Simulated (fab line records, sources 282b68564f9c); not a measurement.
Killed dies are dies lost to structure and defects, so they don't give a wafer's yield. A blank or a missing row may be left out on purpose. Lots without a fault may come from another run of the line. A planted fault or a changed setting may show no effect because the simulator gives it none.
Which tool did it? | flow rit_cmos | 14 lots, 42 wafers sampled, at 3 steps of a route of 202

WHAT THE GAUGES READ, wafer by wafer
RIT_FOX1_THK_MEAS_01.
lot  | measured    | on            | FOX1_OXIDE_THK (nm)
L441 | day 1 23:37 | film_metro-04 | 356 355 355
L442 | day 2 04:23 | film_metro-02 | 344 347 353
L443 | day 2 09:17 | film_metro-03 | 353 353 347
L444 | day 2 14:45 | film_metro-04 | 364 363 358
L445 | day 2 20:04 | film_metro-03 | 354 347 351
L447 | day 3 08:07 | film_metro-02 | 350 346 351
L448 | day 3 13:25 | film_metro-03 | 355 355 352
L449 | day 3 15:28 | film_metro-03 | 353 356 353
L450 | day 3 20:23 | film_metro-02 | 342 346 350
L452 | day 4 08:16 | film_metro-02 | 353 353 350
L454 | day 4 16:59 | film_metro-03 | 350 350 350
L456 | day 5 03:37 | film_metro-03 | 359 367 366
L460 | day 5 21:40 | film_metro-03 | 362 361 358
L463 | day 6 13:08 | film_metro-02 | 346 345 345

RIT_FOX2_THK_MEAS_01.
lot  | measured    | on            | FOX2_OXIDE_THK (nm)
L441 | day 2 01:07 | film_metro-03 | 354 350 352
L442 | day 2 05:53 | film_metro-01 | 355 356 356
L443 | day 2 10:47 | film_metro-04 | 344 352 349
L444 | day 2 16:15 | film_metro-04 | 349 343 345
L445 | day 2 21:34 | film_metro-03 | 354 355 349
L447 | day 3 11:22 | film_metro-03 | 350 349 348
L448 | day 3 15:24 | film_metro-04 | 355 353 348
L449 | day 3 16:58 | film_metro-01 | 347 343 344
L450 | day 4 00:11 | film_metro-01 | 356 348 349
L452 | day 4 09:46 | film_metro-03 | 357 354 354
L454 | day 4 18:34 | film_metro-04 | 348 346 352
L456 | day 5 05:10 | film_metro-04 | 362 366 365
L460 | day 5 23:09 | film_metro-04 | 350 350 351
L463 | day 6 14:37 | film_metro-04 | 339 338 338

RIT_NWELL_TW_MEAS_10.
lot  | measured    | on            | NWELL_TW
L441 | day 2 03:47 | film_metro-02 | 2122 2110 2126
L442 | day 2 08:35 | film_metro-02 | 2113 2120 2130
L443 | day 2 13:35 | film_metro-04 | 2119 2122 2103
L444 | day 2 18:45 | film_metro-04 | 2114 2106 2119
L445 | day 3 00:28 | film_metro-01 | 2138 2134 2131
L447 | day 3 14:41 | film_metro-04 | 2105 2105 2112
L448 | day 3 17:53 | film_metro-02 | 2113 2108 2121
L449 | day 3 20:09 | film_metro-04 | 2099 2107 2105
L450 | day 4 02:37 | film_metro-04 | 2111 2108 2121
L452 | day 4 12:11 | film_metro-01 | 2146 2154 2139
L454 | day 4 21:03 | film_metro-02 | 2123 2124 2115
L456 | day 5 07:40 | film_metro-01 | 2131 2133 2146
L460 | day 6 01:42 | film_metro-02 | 2139 2137 2144
L463 | day 6 17:13 | film_metro-02 | 2149 2138 2138

WHICH TOOL RAN EACH LOT (tool, then ch and the chambers of the sampled wafers, then the start)
The record holds no process step before these readings.

WHAT THE TOOLS THEMSELVES READ (means of the sampled wafers that have a number; where no wafer has one, the mark that the record gives instead)
The record holds no such reading with a usual standard deviation.

THE ANSWER, worked out from the rows above alone
Rule: what is usual is taken from the lots themselves. Put in order of their means at a reading, lots are off if they are a third of the lots or fewer, leave a main group of 4 or more, and stand apart from it by a gap of 3 or more times the standard deviation of the main group's means; of several such gaps the widest counts. A main group whose means are all the same, to the digits that the tables above print for the reading, isn't used. A lot without any number at a reading at which 4 lots or more have one is off too. The other lots that the step has rows for count as sound. The gauges are gone through in route order, then the tools' own readings, and for those a lot's mean is taken as printed above. The first step at which some lot is off is used, and at that step the reading that is off furthest; a lot without a number counts as furthest.
No lot is off at any reading shown: from this, nothing can be told.

WHAT THE SIMULATOR HAD PUT IN
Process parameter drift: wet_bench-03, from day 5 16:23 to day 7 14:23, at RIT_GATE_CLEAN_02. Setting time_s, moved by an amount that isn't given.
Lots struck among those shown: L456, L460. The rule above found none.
